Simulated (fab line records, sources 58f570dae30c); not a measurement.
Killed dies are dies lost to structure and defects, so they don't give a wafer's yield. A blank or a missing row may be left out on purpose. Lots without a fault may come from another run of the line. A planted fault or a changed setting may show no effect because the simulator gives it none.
Split-lot experiment | flow berkeley_cmos170 | 5 lots, 23 wafers read, on a route of 331 steps

THE SPLIT
At UCB170_V2_CMP_02 (polishes SiO2), the setting leave_above_ref_nm was moved away from the recipe's 1000 nm on 6 of the 23 wafers read, by -3.8% to +5.2%. The other wafers ran this setting at the recipe's value.

The file shows no step between the split and the reading.

THE READING
V2_POLISHED_THK, in nm, at UCB170_V2_THK_MEAS_04. Fault-free wafers of this fab line usually give 1000.1 nm, standard deviation 1.3 nm.

wafer  | tool, chamber at the split | leave_above_ref_nm as run, nm | against the recipe | V2_POLISHED_THK, nm | against lot-mates on the recipe
L077.1 | cmp-01, 1,0                | 1000                          | recipe             | 1001.4              | -
L077.2 | cmp-01, 1,0                | 1000                          | recipe             | 1000.6              | -
L077.3 | cmp-01, 2                  | 962.2                         | -3.8%              | 964.2               | -36.1
L077.4 | cmp-01, 3                  | 1000                          | recipe             | 998.8               | -
L077.6 | cmp-01, 1                  | 962.2                         | -3.8%              | 962.5               | -37.8
L076.2 | cmp-01, 1                  | 1000                          | recipe             | 1001.3              | -
L076.3 | cmp-01, 3                  | 1000                          | recipe             | 999.1               | -
L076.4 | cmp-01, 2                  | 1000                          | recipe             | 999.5               | -
L076.5 | cmp-01, 1                  | 962.8                         | -3.7%              | 962.9               | -37.1
L076.6 | cmp-01, 0                  | 962.8                         | -3.7%              | 964.0               | -36.0
L080.3 | cmp-02, 1,2                | 1000                          | recipe             | 1000.8              | -
L080.4 | cmp-02, 1,2                | 1000                          | recipe             | 1000.8              | -
L080.5 | cmp-02, 3                  | 1000                          | recipe             | 998.0               | -
L079.1 | cmp-02, 1                  | 1000                          | recipe             | 1000.5              | -
L079.3 | cmp-02, 0                  | 1000                          | recipe             | 997.0               | -
L079.4 | cmp-02, 2                  | 1000                          | recipe             | 997.8               | -
L079.5 | cmp-02, 2                  | 1000                          | recipe             | 998.5               | -
L079.6 | cmp-02, 1                  | 1000                          | recipe             | 998.2               | -
L085.1 | cmp-02, 3                  | 1052                          | +5.2%              | 1050.2              | +50.8
L085.2 | cmp-02, 0                  | 1000                          | recipe             | 999.4               | -
L085.4 | cmp-02, 2                  | 1000                          | recipe             | 998.9               | -
L085.5 | cmp-02, 1                  | 1000                          | recipe             | 1000.0              | -
L085.6 | cmp-02, 0                  | 1052                          | +5.2%              | 1050.4              | +51.0
Where a row lists several chambers, the file gives one row for several wafers and doesn't say which wafer went through which chamber.

THE FIT
A straight line over all 23 wafers: V2_POLISHED_THK changes by +9.7 nm for each +1% of leave_above_ref_nm; r = +1.00; the points scatter about the line by 1.2 nm.
The same after taking each lot's own level away (the mean of its wafers on the recipe; 23 wafers): +9.79 nm for each +1%; r = +1.00; scatter 1 nm.
On that fit, the largest move of leave_above_ref_nm shifts the reading by 51 nm.
The lots' own levels span 998.40 to 1000.27 nm, that is 1.4 times the standard deviation above.
So the lot-to-lot level changes the slope little: the two slopes agree.
Check: with one of the wafers moved furthest among these (+5.2%) left out of the fit, the line predicts +50.9 nm for it against its lot-mates. It came out at +50.8 nm against them.

OTHER SPLITS ON THESE WAFERS
These wafers also went through other splits before the reading. Each is held against what the fit with the lots' levels taken away leaves over:
other split on the same wafers | wafers away from the commonest value | r with V2_POLISHED_THK (lot level and that fit taken away)
UCB170_M2_EXPOSE_12 dose_mj    | 9                                    | +0.16

THE WHOLE CHAIN: every reading that the file lists as answering this split, in the file's order
step                  | what it does                                                              | reading                                                                   | change (the file's fit)              | r (the file's)
UCB170_V2_CMP_02      | polishes SiO2                                                             | SiO2_of_V2_CVD_00.thk_nm (the simulator's own value, which no gauge read) | +9.81 nm for each +1% of the setting | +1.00
UCB170_V2_THK_MEAS_04 |                                                                           | V2_POLISHED_THK                                                           | +9.78 for each +1% of the setting    | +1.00
UCB170_V2_ETCH_14     | etches SiO2 in CHF3/CF4/Ar, stops on Al, target depth 1250 nm, time 291 s | V2.feature_depth_nm (the simulator's own value, which no gauge read)      | +9.83 nm for each +1% of the setting | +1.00
UCB170_V2_ETCH_14     | etches SiO2 in CHF3/CF4/Ar, stops on Al, target depth 1250 nm, time 291 s | etch.depth_nm (the simulator's own value, which no gauge read)            | +9.81 nm for each +1% of the setting | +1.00

THE FILE'S OWN FIT
V2_POLISHED_THK changes by +9.78 nm for each +1% of leave_above_ref_nm, r = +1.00.
